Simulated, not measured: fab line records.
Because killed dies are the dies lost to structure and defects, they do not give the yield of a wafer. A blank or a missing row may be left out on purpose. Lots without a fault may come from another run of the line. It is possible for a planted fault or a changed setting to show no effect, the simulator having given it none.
Check of tool commonality -- flow rit cmos -- Sample size 14 lots and 51 wafers

WHAT PROMPTED THE OPENING
RIT_PWELL_OVL_MEAS_06, reading PWELL_OVL: flagged on 3 of 14 lots. Fault-free wafers read -0.5 nm, with a standard deviation of 1.2.
Rule: a lot gets a flag if all its wafers with a number sit over 4 standard deviations from that mean, or if no wafer of it has a number. The other lots count as sound.

lot,measured,on,"PWELL_OVL (nm), wafer by wafer",flag
L852,day 2 00:07,overlay-02,1.0 0.0 1.5,
L853,day 2 03:50,overlay-02,-0.1 0.3 0.6,
L854,day 2 10:47,overlay-01,0.3 1.9 -0.2,
L856,day 2 19:20,overlay-01,-1.1 0.0 -0.4,
L857,day 3 00:15,overlay-02,-0.6 -0.7 -0.1,
L860,day 3 15:32,overlay-02,239.4 238.8 239.5 239.7 239.4 240.5,FLAGGED
L861,day 3 21:39,overlay-01,239.6 240.2 241.3 240.9 239.6 241.6,FLAGGED
L864,day 4 11:07,overlay-01,239.3 241.3 239.5 240.1 242.2 240.5,FLAGGED
L866,day 4 23:37,overlay-01,0.3 -0.5 -0.2,
L867,day 5 02:26,overlay-02,-1.0 -2.0 -2.6,
L872,day 6 02:40,overlay-01,1.2 -0.6 -0.5,
L873,day 6 09:25,overlay-02,0.1 1.6 2.2,
L874,day 6 14:05,overlay-01,-1.9 -1.9 -0.3,
L875,day 6 17:50,overlay-02,-1.1 -0.7 -0.9,
The numbers of the flagged lots are 240.2 nm on average: +240.7 nm against the usual, or +99 or more standard deviations.

LOT BY LOT: THE TOOL USED
The record holds 1 process step before the reading, out of a route of 202 steps. Read each cell as the tool, then ch plus the chambers that the sampled wafers visited, then the start.
lot,flag,RIT_PWELL_EXPOSE_03
L852,,"iline stepper-01 ch 0, day 1 23:41"
L853,,"iline stepper-01 ch 0, day 2 03:24"
L854,,"iline stepper-02 ch 0, day 2 10:22"
L856,,"iline stepper-02 ch 0, day 2 18:55"
L857,,"iline stepper-02 ch 0, day 2 23:49"
L860,FLAGGED,"iline stepper-01 ch 0, day 3 15:07"
L861,FLAGGED,"iline stepper-01 ch 0, day 3 21:13"
L864,FLAGGED,"iline stepper-01 ch 0, day 4 10:43"
L866,,"iline stepper-02 ch 0, day 4 23:11"
L867,,"iline stepper-02 ch 0, day 5 02:00"
L872,,"iline stepper-02 ch 0, day 6 02:14"
L873,,"iline stepper-02 ch 0, day 6 09:00"
L874,,"iline stepper-02 ch 0, day 6 13:39"
L875,,"iline stepper-02 ch 0, day 6 17:26"
What these steps do:
- RIT_PWELL_EXPOSE_03: exposes mask M3, target cd 43700 nm.
- RIT_PWELL_OVL_MEAS_06

FLAGGED OVER TOTAL, TOOL BY TOOL (the gauges that took the reading come last)
step,tool,lots run,flagged,share of the flagged lots,sound lots run after its first flagged lot
RIT_PWELL_EXPOSE_03,iline stepper-01,5,3,all,0
RIT_PWELL_EXPOSE_03,iline stepper-02,9,0,none,-
RIT_PWELL_OVL_MEAS_06,overlay-01,7,2,some,"3 (L866,L872,L874)"
RIT_PWELL_OVL_MEAS_06,overlay-02,7,1,some,"3 (L867,L873,L875)"

WHAT IS ALLOWED BY THE TABLE
Rows of the table that ran each flagged lot: 1, that is iline stepper-01 at RIT_PWELL_EXPOSE_03.
- iline stepper-01 at RIT_PWELL_EXPOSE_03: 3 of its 5 lots flagged. A fault beginning between L853 (day 2 03:24), its last sound lot, and L860 (day 3 15:07), its first flagged one, fits the data.
Left over: one tool, iline stepper-01 at RIT_PWELL_EXPOSE_03.

WHAT WAS PUT IN BY THE SIMULATOR
Scanner matching overlay: iline stepper-01, from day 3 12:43 on, at RIT_PWELL_EXPOSE_03. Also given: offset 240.
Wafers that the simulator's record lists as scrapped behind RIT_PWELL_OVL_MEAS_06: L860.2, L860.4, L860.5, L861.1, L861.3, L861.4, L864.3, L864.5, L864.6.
Shown lots that were struck: L860, L861, L864. The same result came from the rule above.
